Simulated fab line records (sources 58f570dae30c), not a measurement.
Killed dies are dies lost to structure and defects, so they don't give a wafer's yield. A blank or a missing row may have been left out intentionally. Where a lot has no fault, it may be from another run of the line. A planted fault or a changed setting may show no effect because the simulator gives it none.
Lot-split experiment + flow berkeley-cmos170 + 23 wafers read from 5 lots, route of 331 steps

## THE SPLIT ITSELF
At UCB170_SDANNEAL_RTA_01 (time 5 s), the setting time-s was moved away from the recipe's 5 s on 8 of the 23 wafers read, by -12.5% to +6.5%. For the rest of the wafers, this setting stayed at what the recipe calls for.

## FROM THE SPLIT ON TO THE READING: in between, the file shows 1 step
- UCB170_SDANNEAL_RS_MEAS_02: measures by four-point-probe

## THE READING
NSD_RS, in ohm/sq, at UCB170_SDANNEAL_RS_MEAS_03 (measures by four-point-probe). Fault-free wafers of this fab line usually give 37.28 ohm/sq, standard deviation 0.071 ohm/sq.

| wafer  | tool, chamber at the split | time-s as run, s | against the recipe | NSD_RS, ohm/sq | against lot-mates on the recipe |
|--------|----------------------------|------------------|--------------------|----------------|---------------------------------|
| L076.1 | rtp-anneal-02, 0           | 5                | recipe             | 37.29          | -                               |
| L076.2 | rtp-anneal-02, 0           | 5                | recipe             | 37.40          | -                               |
| L076.3 | rtp-anneal-02, 0           | 5                | recipe             | 37.36          | -                               |
| L076.5 | rtp-anneal-02, 0           | 5                | recipe             | 37.29          | -                               |
| L076.6 | rtp-anneal-02, 0           | 5                | recipe             | 37.32          | -                               |
| L075.2 | rtp-anneal-01, 0           | 5                | recipe             | 37.32          | -                               |
| L075.5 | rtp-anneal-01, 0           | 5                | recipe             | 37.23          | -                               |
| L075.6 | rtp-anneal-01, 0           | 5                | recipe             | 37.32          | -                               |
| L081.1 | rtp-anneal-01, 0           | 4.516            | -9.7%              | 37.72          | +0.38                           |
| L081.3 | rtp-anneal-01, 0           | 4.516            | -9.7%              | 37.66          | +0.32                           |
| L081.4 | rtp-anneal-01, 0           | 5                | recipe             | 37.32          | -                               |
| L081.5 | rtp-anneal-01, 0           | 5                | recipe             | 37.34          | -                               |
| L081.6 | rtp-anneal-01, 0           | 5                | recipe             | 37.35          | -                               |
| L084.2 | rtp-anneal-01, 0           | 4.374            | -12.5%             | 37.70          | +0.47                           |
| L084.3 | rtp-anneal-01, 0           | 5                | recipe             | 37.21          | -                               |
| L084.4 | rtp-anneal-01, 0           | 4.374            | -12.5%             | 37.68          | +0.45                           |
| L084.5 | rtp-anneal-01, 0           | 5                | recipe             | 37.25          | -                               |
| L084.6 | rtp-anneal-01, 0           | 4.374            | -12.5%             | 37.69          | +0.46                           |
| L083.1 | rtp-anneal-02, 0           | 5                | recipe             | 37.33          | -                               |
| L083.2 | rtp-anneal-02, 0           | 5.325            | +6.5%              | 37.12          | -0.19                           |
| L083.3 | rtp-anneal-02, 0           | 5.325            | +6.5%              | 37.04          | -0.27                           |
| L083.4 | rtp-anneal-02, 0           | 5.325            | +6.5%              | 37.02          | -0.28                           |
| L083.6 | rtp-anneal-02, 0           | 5                | recipe             | 37.28          | -                               |

FIT RESULTS
A straight line over all 23 wafers: NSD_RS changes by -0.0341 ohm/sq for each +1% of time-s; r = -0.97; the points scatter about the line by 0.052 ohm/sq.
The same after taking each lot's own level away (the mean of its wafers on the recipe; 23 wafers): -0.0369 ohm/sq for each +1%; r = -0.99; scatter 0.034 ohm/sq.
On that fit, the largest move of time-s shifts the reading by 0.46 ohm/sq.
Across the lots, their own levels run from 37.230 to 37.337 ohm/sq, a range of 1.5 times the standard deviation given above.
Consequently the slope shifts little with the lot-to-lot level, the two slopes agreeing.
Check: for one of the wafers moved furthest among these (-12.5%), held out of the fit, the line's prediction against its lot-mates is +0.458 ohm/sq. It came out at +0.47 ohm/sq against them.

## THE WHOLE CHAIN: every reading that the file lists as answering this split, in the file's order
| step                       | what it does                 | reading | change (the file's fit)             | r (the file's) |
|----------------------------|------------------------------|---------|-------------------------------------|----------------|
| UCB170_SDANNEAL_RS_MEAS_02 | measures by four-point-probe | PSD_RS  | -0.193 for each +1% of the setting  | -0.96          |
| UCB170_SDANNEAL_RS_MEAS_03 | measures by four-point-probe | NSD_RS  | -0.0368 for each +1% of the setting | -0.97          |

## THE FILE'S OWN FIT
NSD_RS changes by -0.0368 ohm/sq for each +1% of time-s, r = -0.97.
